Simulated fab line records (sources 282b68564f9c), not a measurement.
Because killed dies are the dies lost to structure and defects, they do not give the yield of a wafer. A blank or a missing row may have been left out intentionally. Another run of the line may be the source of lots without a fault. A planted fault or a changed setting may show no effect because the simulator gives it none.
Comparing a struck lot with a sound one -- flow rit-cmos -- 43 steps out of a route of 202
Sound: wafers L623.1, L623.3, L623.4. Struck: wafers L631.3, L631.4. (L631.2 of the same lot was not struck and is left out.) The cause comes at the end.
For every step that has rows: the tool of each side, followed by ch and its chambers, followed by its first start. Under that, the readings that differ: sound wafers -- struck wafers -- difference of the means -- sigmas: that difference in standard deviations of wafers without a fault.
alike: same words and numbers on both sides, and readings whose means sit less than 2 such deviations apart. not compared: any withheld reading, any reading some wafer has no value for, any bound like >300 that may hide the same value, and any number with overlapping values for which the record gives no deviation.
The two part at a step that has a row with sigmas, a row that says differs or no value, or rows on one side only. When numbers do not overlap yet have no deviation, they are printed without sigmas and do not part them. A reading missing from all wafers of one side parts the sides only when that side holds two or more wafers.

RIT_GATE_THK_MEAS_07:
  sound: film-metro-01 at day 3 04:26; struck: film-metro-03 at day 5 00:54
  alike: GATE_OXIDE_THK
then, 1 step without rows for these wafers: RIT_GATE_CVD_08 (deposits poly-Si from SiH4, target thk 250 nm, time 2220 s).
RIT_GATE_THK_MEAS_09:
  sound: film-metro-02 at day 3 06:06; struck: film-metro-01 at day 5 02:34
  alike: GATE_POLY_THK
then, 6 steps without rows for these wafers: RIT_GATE_HMDS_10 (prime time 60 s); RIT_GATE_COAT_11 (resist thk 850 nm); RIT_GATE_SOFTBAKE_12 (time 60 s); RIT_GATE_EXPOSE_13 (exposes mask M6, target cd 150 nm); RIT_GATE_PEB_14; RIT_GATE_DEVELOP_15 (develop time 50 s).
RIT_GATE_CD_MEAS_16: target cd 150 nm.
  sound: cd-sem-02 at day 3 07:07; struck: cd-sem-02 at day 5 03:45
reading,sound,struck,difference,sigmas
cd-nm (nm),155.0 154.1 153.8,149.0 149.0,-5.3,-2
RIT_GATE_OVL_MEAS_17:
  sound: overlay-02 at day 3 07:14; struck: overlay-01 at day 5 03:52
  alike: GATE_OVL
then, 1 step without rows for these wafers: RIT_GATE_HARDBAKE_18 (time 60 s).
RIT_GATE_ETCH_19: etches poly-Si in SF6/CHF3/O2, stops on SiO2, time 165 s, target depth 312.5 nm.
  sound on rie-si-02 ch 0,1,3, day 3 07:26; struck on rie-si-02 ch 3, day 5 04:09
  alike: drypump-motor-current-A, oes-product-au, rf-fwd-power-W, throttle-valve-pct
  not compared: rf-hours-counter-h
RIT_GATE_STRIP_20: strips in O2, time 180 s.
  sound on plasma-asher-01 ch 0,1, day 3 07:33; struck on plasma-asher-02 ch 0,1, day 5 04:16
  alike: drypump-motor-current-A
  not compared: rf-hours-counter-h
RIT_GATE_CD_MEAS_90: target cd 150 nm.
  sound: cd-sem-01 at day 3 07:43; struck: cd-sem-02 at day 5 04:27
reading,sound,struck,difference,sigmas
cd-nm (nm),155.5 154.0 154.1,149.1 149.5,-5.2,-2
then, 4 steps without rows for these wafers: RIT_REOX_CLEAN_00 (cleans in SC1, time 600 s); RIT_REOX_CLEAN_01 (cleans in dHF, time 30 s); RIT_REOX_CLEAN_02 (cleans in SC2, time 600 s); RIT_REOX_OXIDATION_03 (target thk 25.2 nm, ox time 5580 s).
RIT_REOX_THK_MEAS_04:
  sound: film-metro-02 at day 3 11:36; struck: film-metro-04 at day 5 08:41
  alike: REOX_OXIDE_THK
then, 6 steps without rows for these wafers: RIT_NLDD_HMDS_00 (prime time 60 s); RIT_NLDD_COAT_01 (resist thk 1000 nm); RIT_NLDD_SOFTBAKE_02 (time 60 s); RIT_NLDD_EXPOSE_03 (exposes mask M7, target cd 40700 nm); RIT_NLDD_PEB_04; RIT_NLDD_DEVELOP_05 (develop time 51.21 s).
RIT_NLDD_OVL_MEAS_06:
  sound: overlay-02 at day 3 12:31; struck: overlay-01 at day 5 09:43
reading,sound,struck,difference,sigmas
NLDD_OVL (nm),1.0 -0.2 0.4,1.8 4.6,+2.8,+2
then, 2 steps without rows for these wafers: RIT_NLDD_HARDBAKE_07 (time 60 s); RIT_NLDD_IMPLANT_08.
RIT_NLDD_STRIP_09: strips in O2, time 180 s.
  sound on plasma-asher-01 ch 0,1, day 3 12:51; struck on plasma-asher-04 ch 0,1, day 5 10:03
  alike: drypump-motor-current-A
  not compared: rf-hours-counter-h
RIT_NLDD_TW_MEAS_10:
  sound: film-metro-03 at day 3 13:01; struck: film-metro-04 at day 5 10:14
  alike: NLDD_TW
then, 6 steps without rows for these wafers: RIT_PLDD_HMDS_00 (prime time 60 s); RIT_PLDD_COAT_01 (resist thk 1000 nm); RIT_PLDD_SOFTBAKE_02 (time 60 s); RIT_PLDD_EXPOSE_03 (exposes mask M8, target cd 40900 nm); RIT_PLDD_PEB_04; RIT_PLDD_DEVELOP_05 (develop time 50 s).
RIT_PLDD_OVL_MEAS_06:
  sound: overlay-01 at day 3 14:04; struck: overlay-01 at day 5 11:10
  alike: PLDD_OVL
then, 2 steps without rows for these wafers: RIT_PLDD_HARDBAKE_07 (time 60 s); RIT_PLDD_IMPLANT_08.
RIT_PLDD_STRIP_09: strips in O2, time 180 s.
  sound on plasma-asher-01 ch 0,1, day 3 14:24; struck on plasma-asher-01 ch 0,1, day 5 11:34
  alike: drypump-motor-current-A
  not compared: rf-hours-counter-h
RIT_PLDD_TW_MEAS_10:
  sound: film-metro-04 at day 3 14:34; struck: film-metro-03 at day 5 11:46
  alike: PLDD_TW
RIT_M1_PROBE_99:
  sound: prober-01 at day 4 04:29; struck: prober-01 at day 6 02:43
reading,sound,struck,difference,sigmas
hold,- - -,await-dispo/4.6h/release await-dispo/4.6h/release,no value on the sound wafers,
killed_at_M0_to_M3,0 0 1,0 0,+0,-3
killed-at-front-end,6 2 4,20 23,+18,+6
killed-dies,6 2 5,20 23,+17,+6
killed-on-rim,3 2 2,10 10,+8,+5
  alike: killed-open, killed-short

## WHERE THEY PART
First at RIT_GATE_CD_MEAS_16; last, within this record, at RIT_M1_PROBE_99.

WHY: what the simulator had put in
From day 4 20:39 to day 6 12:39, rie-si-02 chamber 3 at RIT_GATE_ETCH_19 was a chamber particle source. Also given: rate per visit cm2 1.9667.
